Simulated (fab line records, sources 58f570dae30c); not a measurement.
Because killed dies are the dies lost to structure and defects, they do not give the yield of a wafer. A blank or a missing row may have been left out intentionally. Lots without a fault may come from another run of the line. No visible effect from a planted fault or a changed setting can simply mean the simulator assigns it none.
fab line records	flow berkeley_cmos170
[record] lots = 5	wafers = 23
route steps=331 shown SACOX@98 PVT@122 GATE@125 FIELD@126 PLDD@146 NLDD@166 PSD@183 BACKSIDE@202 SDANNEAL@204
start_h: start of the lot's first displayed wafer, in hours after the record's first day	wait_h: hours since the lot's step before	" the same as in the row above	L1.1+2: a single row standing in for several wafers	- value missing, or start not given	* or withheld: withheld	< > ~ a bound
route shown NAME@n: NAME is a module with steps in the file, n the number in the route of the first one	usual: the fault-free wafers' mean and standard deviation	same: alike in all rows	chamber/n: place in a boat	sites: readings site by site	_std_site: the standard deviation of these	_edge_site: the outer-site mean with the inner-site mean subtracted	radius_mm: for every site, how far away it sits from the centre of the wafer	mask NAME#n: copy n	behind: tool/chamber where the wafer was last shaped	hold: what put the lot on hold/how long, in hours/how the hold closed	device: the n, p or np transistor that did not switch	end of line: at the end of the route, the tests of the same wafers	a step given without rows: its recipe and nothing more	killed: dies lost to structure and defects at the first sort, not the wafer's yield	map: a wafer's dies, x killed, . not, _ none there
set.NAME: setting as actually run; set.NAME@STEP: the setting as run at that earlier step	model.NAME: the simulator's own value behind a step, which no gauge read
lots with deliberately changed settings; one table per step, one row per wafer
[[steps]]
[step UCB170_SACOX_OXIDATION_01]
[recipe] temp_c = 900	ambient = O2	target_thk_a = 144	ox_time_s = 2400
lot.wafer	tool	chamber	start_h	wait_h	set.temp_c	model.SiO2_of_SACOX_OXIDATION_01.thk_nm
L076.1	-	-	-	5.3	915.8	16.09
L076.2	"	-	"	"	915.8	16.23
L076.3	"	-	"	"	915.8	15.97
L076.5	"	-	"	"	915.8	16.3
L076.6	"	-	"	"	915.8	16.17
L077.1	-	-	-	5.1	886.8	12.3
L077.2	"	-	"	"	886.8	12.22
L077.4	"	-	"	"	886.8	12.21
L077.5	"	-	"	"	886.8	12.09
L077.6	"	-	"	"	886.8	12.71
L078.2	-	-	-	3.2	900	14.34
L078.3	"	-	"	"	900	14.46
L078.4	"	-	"	"	900	14.49
L078.5	"	-	"	"	900	14.47
L078.6	"	-	"	"	900	14.57
L081.2	-	-	-	5.7	900	14.31
L081.3	"	-	"	"	900	14.36
L081.4	"	-	"	"	900	14.34
L081.5	"	-	"	"	900	14.29
L081.6	"	-	"	"	900	14.22
L084.3	furnace-02	0	169.11	6.1	900	14.52
L084.5	"	0	"	"	900	14.59
L084.6	"	0	"	"	900	14.49
[step UCB170_SACOX_THK_MEAS_02]
[recipe] reads = SiO2_of_SACOX_OXIDATION_01
[usual] SACOX_OXIDE_THK = 14.3/0.35
lot.wafer	tool	chamber	start_h	wait_h	set.temp_c@SACOX_OXIDATION_01	SACOX_OXIDE_THK[nm]
L076.1	film_metro-01	-	-	-	915.8	16.1
L076.2	"	-	"	"	915.8	16.2
L076.3	"	-	"	"	915.8	16.0
L076.5	"	-	"	"	915.8	16.4
L076.6	"	-	"	"	915.8	16.2
L077.1	film_metro-02	-	-	-	886.8	12.3
L077.2	"	-	"	"	886.8	12.2
L077.4	"	-	"	"	886.8	12.2
L077.5	"	-	"	"	886.8	12.1
L077.6	"	-	"	"	886.8	12.7
L078.2	film_metro-01	-	-	-	900	14.4
L078.3	"	-	"	"	900	14.5
L078.4	"	-	"	"	900	14.5
L078.5	"	-	"	"	900	14.5
L078.6	"	-	"	"	900	14.5
L081.2	film_metro-01	-	-	-	900	14.3
L081.3	"	-	"	"	900	14.4
L081.4	"	-	"	"	900	14.4
L081.5	"	-	"	"	900	14.3
L081.6	"	-	"	"	900	14.2
L084.3	film_metro-01	-	170.79	0.0	900	14.5
L084.5	"	-	"	"	900	14.6
L084.6	"	-	"	"	900	14.5
[step UCB170_PVT_IMPLANT_07]
[recipe] species = P	dose_cm2 = 2e+12	energy_kev = 30	tilt_deg = 7
lot.wafer	tool	chamber	start_h	wait_h	set.dose_cm2
L077.1+4+5	implanter-02	0	148.12	0.0	2e+12
L077.2+6	"	0	"	"	1.855e+12
L076.1+3	implanter-03	0	148.31	0.0	1.959e+12
L076.2+5+6	"	0	"	"	2e+12
L078.2+4+5	implanter-04	0	157.01	0.0	1.878e+12
L078.3+6	"	0	"	"	2e+12
L081.2+3+5	implanter-02	0	180.76	0.0	2e+12
L081.4+6	"	0	"	"	1.856e+12
L084.3+5+6	implanter-04	0	189.58	0.1	2e+12
[step UCB170_PVT_STRIP_08]
[recipe] chemistry = O2	power_w = 400	pressure_mtorr = 3500	platen_temp_c = withheld	o2_flow_sccm = 400	overash_fraction = 0.5
[step UCB170_PVT_TW_MEAS_09]
[usual] PVT_TW = 509/4.7
lot.wafer	tool	chamber	start_h	wait_h	set.dose_cm2@PVT_IMPLANT_07	PVT_TW
L077.1	film_metro-01	-	148.37	0.1	2e+12	511
L077.2	"	-	"	"	1.855e+12	497
L077.4	"	-	"	"	2e+12	512
L077.5	"	-	"	"	2e+12	511
L077.6	"	-	"	"	1.855e+12	500
L076.1	film_metro-03	-	148.56	0.1	1.959e+12	498
L076.2	"	-	"	"	2e+12	499
L076.3	"	-	"	"	1.959e+12	493
L076.5	"	-	"	"	2e+12	498
L076.6	"	-	"	"	2e+12	497
L078.2	film_metro-01	-	157.25	0.1	1.878e+12	502
L078.3	"	-	"	"	2e+12	509
L078.4	"	-	"	"	1.878e+12	502
L078.5	"	-	"	"	1.878e+12	501
L078.6	"	-	"	"	2e+12	508
L081.2	film_metro-03	-	181.00	0.1	2e+12	502
L081.3	"	-	"	"	2e+12	503
L081.4	"	-	"	"	1.856e+12	487
L081.5	"	-	"	"	2e+12	499
L081.6	"	-	"	"	1.856e+12	488
L084.3	film_metro-04	-	189.80	0.1	2e+12	509
L084.5	"	-	"	"	2e+12	511
L084.6	"	-	"	"	2e+12	510
[step UCB170_GATE_WET_ETCH_00]
[recipe] chemistry = dHF	dilution = 25:1	target = SiO2	temp_c = 25	time_s = 196.8
[step UCB170_FIELD_THK_MEAS_91]
[recipe] reads = SiO2_of_FIELD_OXIDATION_01
[usual] FIELD_OXIDE_LEFT_2_THK = 347/8.4
lot.wafer	tool	chamber	start_h	wait_h	set.ox_time_s@FIELD_OXIDATION_01	FIELD_OXIDE_LEFT_2_THK[nm]
L077.1	film_metro-04	-	148.49	0.0	8234	404
L077.2	"	-	"	"	8234	408
L077.4	"	-	"	"	8234	400
L077.5	"	-	"	"	8234	412
L077.6	"	-	"	"	8234	407
L076.1	film_metro-04	-	148.68	0.0	6849	335
L076.2	"	-	"	"	6849	328
L076.3	"	-	"	"	6849	331
L076.5	"	-	"	"	6849	332
L076.6	"	-	"	"	6849	339
L078.2	film_metro-04	-	157.38	0.0	7652	371
L078.3	"	-	"	"	7652	384
L078.4	"	-	"	"	7652	376
L078.5	"	-	"	"	7652	355
L078.6	"	-	"	"	7652	375
L081.2	film_metro-01	-	181.13	0.0	6440	292
L081.3	"	-	"	"	6440	292
L081.4	"	-	"	"	6440	292
L081.5	"	-	"	"	6440	297
L081.6	"	-	"	"	6440	300
L084.3	film_metro-01	-	189.93	0.0	7200	361
L084.5	"	-	"	"	7200	356
L084.6	"	-	"	"	7200	342
[step UCB170_GATE_EXPOSE_09]
[recipe] mask_id = POLY	target_cd_nm = 350	na = 0.5	sigma_outer = 0.6	source_shape = conventional	dose_mj = 21
lot.wafer	tool	chamber	start_h	wait_h	mask	set.dose_mj
L076.1+5+6	krf_scanner-02	0	163.04	-	POLY#0	21
L076.2+3	"	0	"	"	POLY#0	22.04
L077.1+2+4	krf_scanner-01	0	163.28	-	POLY#0	21
L077.5+6	"	0	"	"	POLY#0	20.56
L078.2+5	krf_scanner-01	0	174.66	-	POLY#0	21
L078.3+4+6	"	0	"	"	POLY#0	22.32
L081.2+6	krf_scanner-02	0	197.84	-	POLY#0	21
L081.3+4+5	"	0	"	"	POLY#0	21.83
L084.3+5+6	krf_scanner-01	0	206.87	-	POLY#0	21
[step UCB170_GATE_PEB_10]
[recipe] peb_temp_c = 130	peb_time_s = withheld	resist = KrF
[step UCB170_GATE_DEVELOP_11]
[recipe] developer = TMAH	develop_time_s = 45	resist = KrF	dev_temp_c = 21
[step UCB170_GATE_CD_MEAS_12]
[recipe] target_cd_nm = 350
[usual] cd_nm = 350.0/1.7
lot.wafer	tool	chamber	start_h	wait_h	set.dose_mj@GATE_EXPOSE_09	cd_nm
L076.1	cd_sem-01	-	163.43	-	21	350.5
L076.2	"	-	"	"	22.04	340.6
L076.3	"	-	"	"	22.04	342.9
L076.5	"	-	"	"	21	349.6
L076.6	"	-	"	"	21	350.6
L077.1	cd_sem-02	-	163.67	-	21	352.0
L077.2	"	-	"	"	21	350.1
L077.4	"	-	"	"	21	351.2
L077.5	"	-	"	"	20.56	353.2
L077.6	"	-	"	"	20.56	354.6
L078.2	cd_sem-01	-	175.05	-	21	348.4
L078.3	"	-	"	"	22.32	338.9
L078.4	"	-	"	"	22.32	337.8
L078.5	"	-	"	"	21	349.4
L078.6	"	-	"	"	22.32	337.5
L081.2	cd_sem-02	-	198.23	-	21	351.8
L081.3	"	-	"	"	21.83	345.3
L081.4	"	-	"	"	21.83	344.7
L081.5	"	-	"	"	21.83	343.7
L081.6	"	-	"	"	21	351.6
L084.3	cd_sem-02	-	207.47	-	21	350.4
L084.5	"	-	"	"	21	351.6
L084.6	"	-	"	"	21	349.9
[step UCB170_GATE_ETCH_14]
[recipe] chemistry = N2/H2	target_depth_a = withheld	overetch_a = withheld	target = BARC	time_s = withheld	source_w = 500	bias_w = 100	pressure_mtorr = 30	n2_flow_sccm = 100	h2_flow_sccm = 200
[step UCB170_GATE_ETCH_15]
[recipe] chemistry = HBr/Cl2	target = poly-Si	stop_on = SiO2	over_etch_frac = 0.3	icp_w = 300	bias_w = 150	time_s = 56.3	pressure_mtorr = 15	HBr_flow_sccm = 150	Cl2_flow_sccm = 50	target_depth_a = 2782
lot.wafer	tool	chamber	start_h	wait_h	set.dose_mj@GATE_EXPOSE_09	model.GATE.cd_nm
L076.1	rie_si-01	3	163.63	-	21	350.6
L076.2	"	0	"	"	22.04	340.8
L076.3	"	1	"	"	22.04	342.3
L076.5	"	3	"	"	21	349.8
L076.6	"	0	"	"	21	350.7
L077.1	rie_si-02	2	163.87	-	21	352
L077.2	"	3	"	"	21	351.3
L077.4	"	1	"	"	21	351.4
L077.5	"	2	"	"	20.56	352.4
L077.6	"	1	"	"	20.56	354.9
L078.2	rie_si-01	3	175.23	-	21	348.1
L078.3	"	0	"	"	22.32	338.2
L078.4	"	1	"	"	22.32	337.3
L078.5	"	2	"	"	21	348.9
L078.6	"	3	"	"	22.32	337.2
L081.2	rie_si-02	2	198.41	-	21	351.5
L081.3	"	1	"	"	21.83	344
L081.4	"	3	"	"	21.83	344.5
L081.5	"	1	"	"	21.83	343.4
L081.6	"	2	"	"	21	350.4
L084.3	rie_si-01	2	207.63	-	21	351.2
L084.5	"	2	"	"	21	350.4
L084.6	"	3	"	"	21	349.4
[step UCB170_GATE_STRIP_16]
[recipe] chemistry = O2	power_w = 400	pressure_mtorr = 3500	platen_temp_c = withheld	o2_flow_sccm = 400	overash_fraction = 0.5
[step UCB170_GATE_CD_MEAS_90]
[recipe] target_cd_nm = 350
[usual] cd_nm = 350.1/1.6
lot.wafer	tool	chamber	start_h	wait_h	set.dose_mj@GATE_EXPOSE_09	cd_nm
L076.1	cd_sem-02	-	163.79	0.1	21	350.5
L076.2	"	-	"	"	22.04	340.9
L076.3	"	-	"	"	22.04	342.4
L076.5	"	-	"	"	21	349.8
L076.6	"	-	"	"	21	350.8
L077.1	cd_sem-01	-	164.02	0.1	21	351.6
L077.2	"	-	"	"	21	351.1
L077.4	"	-	"	"	21	351.9
L077.5	"	-	"	"	20.56	352.9
L077.6	"	-	"	"	20.56	354.8
L078.2	cd_sem-01	-	175.39	0.1	21	348.0
L078.3	"	-	"	"	22.32	338.5
L078.4	"	-	"	"	22.32	337.5
L078.5	"	-	"	"	21	349.0
L078.6	"	-	"	"	22.32	337.0
L081.2	cd_sem-01	-	198.58	0.1	21	351.6
L081.3	"	-	"	"	21.83	343.8
L081.4	"	-	"	"	21.83	344.3
L081.5	"	-	"	"	21.83	343.5
L081.6	"	-	"	"	21	350.2
L084.3	cd_sem-02	-	207.81	0.1	21	351.5
L084.5	"	-	"	"	21	350.5
L084.6	"	-	"	"	21	349.5
[step UCB170_PLDD_COAT_01]
[recipe] resist = KrF	spin_rpm = 1500	resist_thk_nm = 900
lot.wafer	tool	chamber	start_h	wait_h	set.resist_thk_nm	model.KrF_of_PLDD_COAT_01.thk_nm
L076.1	litho_track-03	0	164.24	0.1	900	902.1
L076.2	"	0	"	"	900	901
L076.3	"	0	"	"	900	902
L076.5	"	0	"	"	947.3	948
L076.6	"	0	"	"	947.3	945.4
L077.1	litho_track-02	0	164.70	0.1	900	899
L077.2	"	0	"	"	859.3	855.2
L077.4	"	0	"	"	900	898.7
L077.5	"	0	"	"	859.3	858.5
L077.6	"	0	"	"	900	899.1
L078.2	litho_track-02	0	175.86	0.1	900	900.1
L078.3	"	0	"	"	900	898.7
L078.4	"	0	"	"	872.6	873.5
L078.5	"	0	"	"	872.6	871.3
L078.6	"	0	"	"	900	897.9
L081.2	litho_track-04	0	199.10	0.1	900	900.8
L081.3	"	0	"	"	938	938.5
L081.4	"	0	"	"	900	900.9
L081.5	"	0	"	"	900	901.7
L081.6	"	0	"	"	938	937.3
L084.3	litho_track-02	0	208.30	0.1	900	896.8
L084.5	"	0	"	"	900	898.7
L084.6	"	0	"	"	900	900
[step UCB170_PLDD_SOFTBAKE_02]
[recipe] resist = KrF	temp_c = 130	time_s = 60
[step UCB170_PLDD_EXPOSE_03]
[recipe] mask_id = PSELECT	na = 0.5	sigma_outer = 0.6	source_shape = conventional	target_cd_nm = 1200	dose_mj = 30
[step UCB170_PLDD_IMPLANT_08]
[recipe] species = BF2	dose_cm2 = 5e+13	energy_kev = 10	tilt_deg = 7	rotation_deg = 0
[step UCB170_PLDD_IMPLANT_09]
[recipe] species = BF2	dose_cm2 = 5e+13	energy_kev = 10	tilt_deg = 7	rotation_deg = 180
[step UCB170_PLDD_STRIP_10]
[recipe] chemistry = O2	power_w = 400	pressure_mtorr = 3500	platen_temp_c = withheld	o2_flow_sccm = 400	overash_fraction = 0.5
[usual] strip_time_to_endpoint_s = 21.61/0.049
lot.wafer	tool	chamber	start_h	wait_h	set.resist_thk_nm@PLDD_COAT_01	strip_time_to_endpoint_s
L076.1	plasma_asher-03	0	165.39	0.1	900	21.67
L076.2	"	1	"	"	900	21.66
L076.3	"	1	"	"	900	21.67
L076.5	"	0	"	"	947.3	22.77
L076.6	"	1	"	"	947.3	22.71
L077.1	plasma_asher-04	1	165.98	0.1	900	21.60
L077.2	"	0	"	"	859.3	20.56
L077.4	"	1	"	"	900	21.59
L077.5	"	1	"	"	859.3	20.63
L077.6	"	0	"	"	900	21.60
L078.2	plasma_asher-04	1	177.53	0.1	900	21.61
L078.3	"	1	"	"	900	21.60
L078.4	"	0	"	"	872.6	20.99
L078.5	"	0	"	"	872.6	20.94
L078.6	"	1	"	"	900	21.56
L081.2	plasma_asher-01	0	200.35	0.1	900	21.67
L081.3	"	0	"	"	938	22.54
L081.4	"	1	"	"	900	21.64
L081.5	"	0	"	"	900	21.68
L081.6	"	1	"	"	938	22.50
L084.3	plasma_asher-04	1	209.61	0.1	900	21.56
L084.5	"	0	"	"	900	21.58
L084.6	"	1	"	"	900	21.63
[step UCB170_NLDD_IMPLANT_08]
[recipe] species = As	dose_cm2 = 5e+13	energy_kev = 30	tilt_deg = 7	rotation_deg = 0
lot.wafer	tool	chamber	start_h	wait_h	set.dose_cm2
L076.1+3+5	implanter-04	0	166.92	0.0	5e+13
L076.2+6	"	0	"	"	5.25e+13
L077.1+2+5	implanter-03	0	168.25	0.0	4.837e+13
L077.4+6	"	0	"	"	5e+13
L078.2+5+6	implanter-01	0	179.39	0.0	5e+13
L078.3+4	"	0	"	"	4.817e+13
L081.2+3	implanter-03	0	201.84	0.0	5e+13
L081.4+5+6	"	0	"	"	4.749e+13
L084.3+5+6	implanter-03	0	211.44	0.1	5e+13
[step UCB170_PSD_IMPLANT_08]
[recipe] species = B	dose_cm2 = 3e+15	energy_kev = 20	tilt_deg = 7
lot.wafer	tool	chamber	start_h	wait_h	set.dose_cm2
L076.1+2	implanter-04	0	176.57	0.0	3.063e+15
L076.3+5+6	"	0	"	"	3e+15
L077.1+6	implanter-02	0	177.11	0.0	3e+15
L077.2+4+5	"	0	"	"	3.113e+15
L078.2+4+5	implanter-02	0	189.95	0.0	3e+15
L078.3+6	"	0	"	"	3.171e+15
L081.2+3+4+5+6	implanter-04	0	209.98	0.0	3e+15
L084.3+5+6	implanter-04	0	219.68	0.1	3e+15
[step UCB170_PSD_STRIP_09]
[recipe] chemistry = O2	power_w = 400	pressure_mtorr = 3500	platen_temp_c = withheld	o2_flow_sccm = 400	overash_fraction = 0.5
[usual] strip_time_to_endpoint_s = 29.40/0.078
lot.wafer	tool	chamber	start_h	wait_h	set.dose_cm2@PSD_IMPLANT_08	strip_time_to_endpoint_s
L076.1	plasma_asher-04	1	176.72	0.1	3.063e+15	29.66
L076.2	"	0	"	"	3.063e+15	29.66
L076.3	"	1	"	"	3e+15	29.48
L076.5	"	1	"	"	3e+15	29.48
L076.6	"	0	"	"	3e+15	29.55
L077.1	plasma_asher-02	1	177.26	0.1	3e+15	29.30
L077.2	"	0	"	"	3.113e+15	29.80
L077.4	"	1	"	"	3.113e+15	29.76
L077.5	"	1	"	"	3.113e+15	29.81
L077.6	"	0	"	"	3e+15	29.41
L078.2	plasma_asher-04	1	190.08	0.1	3e+15	29.51
L078.3	"	0	"	"	3.171e+15	30.08
L078.4	"	1	"	"	3e+15	29.51
L078.5	"	0	"	"	3e+15	29.56
L078.6	"	1	"	"	3.171e+15	30.16
L081.2	plasma_asher-02	0	210.10	0.1	3e+15	29.29
L081.3	"	0	"	"	3e+15	29.35
L081.4	"	1	"	"	3e+15	29.33
L081.5	"	0	"	"	3e+15	29.34
L081.6	"	1	"	"	3e+15	29.35
L084.3	plasma_asher-04	0	219.81	0.1	3e+15	29.44
L084.5	"	0	"	"	3e+15	29.43
L084.6	"	1	"	"	3e+15	29.41
[step UCB170_BACKSIDE_STRIP_03]
[recipe] chemistry = O2	power_w = 400	pressure_mtorr = 3500	platen_temp_c = withheld	o2_flow_sccm = 400	overash_fraction = 0.5
[usual] oes_product_au = 0.735/0.005	strip_time_to_endpoint_s = 21.96/0.078
lot.wafer	tool	chamber	start_h	wait_h	set.power_w	oes_product_au	strip_time_to_endpoint_s
L076.1	plasma_asher-04	1	179.66	0.1	400	0.741	21.91
L076.2	"	0	"	"	400	0.728	21.86
L076.3	"	0	"	"	400	0.725	21.79
L076.5	"	1	"	"	367	0.704	23.25
L076.6	"	0	"	"	367	0.709	23.33
L077.1	plasma_asher-01	1	180.22	0.1	366.4	0.703	23.52
L077.2	"	0	"	"	400	0.735	22.05
L077.4	"	1	"	"	400	0.738	22.05
L077.5	"	1	"	"	366.4	0.709	23.52
L077.6	"	0	"	"	400	0.736	22.00
L078.2	plasma_asher-01	0	192.58	0.1	422.9	0.753	21.16
L078.3	"	0	"	"	400	0.741	22.00
L078.4	"	1	"	"	400	0.735	22.04
L078.5	"	1	"	"	400	0.739	21.99
L078.6	"	0	"	"	422.9	0.752	21.12
L081.2	plasma_asher-01	0	214.65	0.1	400	0.728	21.95
L081.3	"	1	"	"	377	0.709	22.81
L081.4	"	0	"	"	377	0.716	22.92
L081.5	"	0	"	"	400	0.738	21.92
L081.6	"	1	"	"	377	0.715	22.83
L084.3	plasma_asher-04	0	223.37	0.1	400	0.730	22.06
L084.5	"	1	"	"	400	0.741	22.10
L084.6	"	0	"	"	400	0.735	22.02
[step UCB170_BACKSIDE_CLEAN_04]
[recipe] chemistry = SPM	temp_c = 120	time_s = 600
[step UCB170_SDANNEAL_RTA_00]
[recipe] temp_c = 900	time_s = 10	ambient = N2
[step UCB170_SDANNEAL_RTA_01]
[recipe] temp_c = 1050	time_s = 5	ambient = N2
[step UCB170_SDANNEAL_RS_MEAS_02]
[recipe] thk_meas_gauge = four-point-probe
[usual] PSD_RS = 75.7/0.35
lot.wafer	tool	chamber	start_h	wait_h	set.dose_cm2@PSD_IMPLANT_08	PSD_RS[ohm/sq]
L076.1	film_metro-02	-	180.07	0.0	3.063e+15	74.4
L076.2	"	-	"	"	3.063e+15	74.6
L076.3	"	-	"	"	3e+15	75.9
L076.5	"	-	"	"	3e+15	75.5
L076.6	"	-	"	"	3e+15	75.5
L077.1	film_metro-02	-	180.62	0.0	3e+15	76.1
L077.2	"	-	"	"	3.113e+15	73.8
L077.4	"	-	"	"	3.113e+15	73.9
L077.5	"	-	"	"	3.113e+15	74.0
L077.6	"	-	"	"	3e+15	76.0
L078.2	film_metro-02	-	193.00	0.1	3e+15	76.3
L078.3	"	-	"	"	3.171e+15	73.0
L078.4	"	-	"	"	3e+15	76.4
L078.5	"	-	"	"	3e+15	76.0
L078.6	"	-	"	"	3.171e+15	73.1
L081.2	film_metro-02	-	215.07	0.1	3e+15	76.1
L081.3	"	-	"	"	3e+15	75.9
L081.4	"	-	"	"	3e+15	76.2
L081.5	"	-	"	"	3e+15	76.2
L081.6	"	-	"	"	3e+15	76.2
L084.3	film_metro-02	-	223.82	0.1	3e+15	75.6
L084.5	"	-	"	"	3e+15	75.9
L084.6	"	-	"	"	3e+15	75.4
[step UCB170_SDANNEAL_RS_MEAS_05]
[recipe] thk_meas_gauge = four-point-probe
[usual] NLDD_RS = 616.3/1.3
lot.wafer	tool	chamber	start_h	wait_h	set.dose_cm2@NLDD_IMPLANT_08	NLDD_RS[ohm/sq]
L076.1	film_metro-02	-	180.43	0.1	5e+13	618.2
L076.2	"	-	"	"	5.25e+13	604.8
L076.3	"	-	"	"	5e+13	614.7
L076.5	"	-	"	"	5e+13	615.2
L076.6	"	-	"	"	5.25e+13	606.2
L077.1	film_metro-02	-	180.98	0.1	4.837e+13	624.5
L077.2	"	-	"	"	4.837e+13	623.5
L077.4	"	-	"	"	5e+13	617.3
L077.5	"	-	"	"	4.837e+13	624.3
L077.6	"	-	"	"	5e+13	617.5
L078.2	film_metro-02	-	193.36	0.1	5e+13	614.8
L078.3	"	-	"	"	4.817e+13	623.6
L078.4	"	-	"	"	4.817e+13	625.2
L078.5	"	-	"	"	5e+13	618.1
L078.6	"	-	"	"	5e+13	617.1
L081.2	film_metro-02	-	215.43	0.1	5e+13	617.9
L081.3	"	-	"	"	5e+13	616.8
L081.4	"	-	"	"	4.749e+13	629.8
L081.5	"	-	"	"	4.749e+13	628.5
L081.6	"	-	"	"	4.749e+13	627.8
L084.3	film_metro-02	-	224.18	0.1	5e+13	616.5
L084.5	"	-	"	"	5e+13	615.0
L084.6	"	-	"	"	5e+13	616.5
[[key]]
[split] step = UCB170_SACOX_OXIDATION_01	setting = temp_c	stated = 900	by = lot
[response] step = UCB170_SACOX_OXIDATION_01	reading = model.SiO2_of_SACOX_OXIDATION_01.thk_nm	change = +1.18	per = 1%	r = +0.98
[response] step = UCB170_SACOX_THK_MEAS_02	reading = SACOX_OXIDE_THK	change = +1.19	per = 1%	r = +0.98
[split] step = UCB170_PVT_IMPLANT_07	setting = dose_cm2	stated = 2e+12	by = wafer
[response] step = UCB170_PVT_TW_MEAS_09	reading = PVT_TW	change = +1.65	per = 1%	r = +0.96
[split] step = UCB170_GATE_EXPOSE_09	setting = dose_mj	stated = 21	by = wafer
[response] step = UCB170_GATE_CD_MEAS_12	reading = cd_nm	change = -1.71	per = 1%	r = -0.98
[response] step = UCB170_GATE_ETCH_15	reading = model.GATE.cd_nm	change = -1.71	per = 1%	r = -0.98
[response] step = UCB170_GATE_CD_MEAS_90	reading = cd_nm	change = -1.71	per = 1%	r = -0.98
[split] step = UCB170_PLDD_COAT_01	setting = resist_thk_nm	stated = 900	by = wafer
[response] step = UCB170_PLDD_COAT_01	reading = model.KrF_of_PLDD_COAT_01.thk_nm	change = +8.81	per = 1%	r = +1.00
[response] step = UCB170_PLDD_STRIP_10	reading = strip_time_to_endpoint_s	change = *	per = 1%	r = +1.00
[split] step = UCB170_NLDD_IMPLANT_08	setting = dose_cm2	stated = 5e+13	by = wafer
[response] step = UCB170_SDANNEAL_RS_MEAS_05	reading = NLDD_RS	change = -2.15	per = 1%	r = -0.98
[split] step = UCB170_PSD_IMPLANT_08	setting = dose_cm2	stated = 3e+15	by = wafer
[response] step = UCB170_PSD_STRIP_09	reading = strip_time_to_endpoint_s	change = *	per = 1%	r = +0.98
[response] step = UCB170_SDANNEAL_RS_MEAS_02	reading = PSD_RS	change = -0.56	per = 1%	r = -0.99
[split] step = UCB170_BACKSIDE_STRIP_03	setting = power_w	stated = 400	by = wafer
[response] step = UCB170_BACKSIDE_STRIP_03	reading = oes_product_au	change = +0.00321	per = 1%	r = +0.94
[response] step = UCB170_BACKSIDE_STRIP_03	reading = strip_time_to_endpoint_s	change = *	per = 1%	r = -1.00
split outside_this_file step=UCB170_FIELD_OXIDATION_01 setting=ox_time_s
// split outside_this_file: this setting was split too, and the file shows its column; the key of that split is in another file
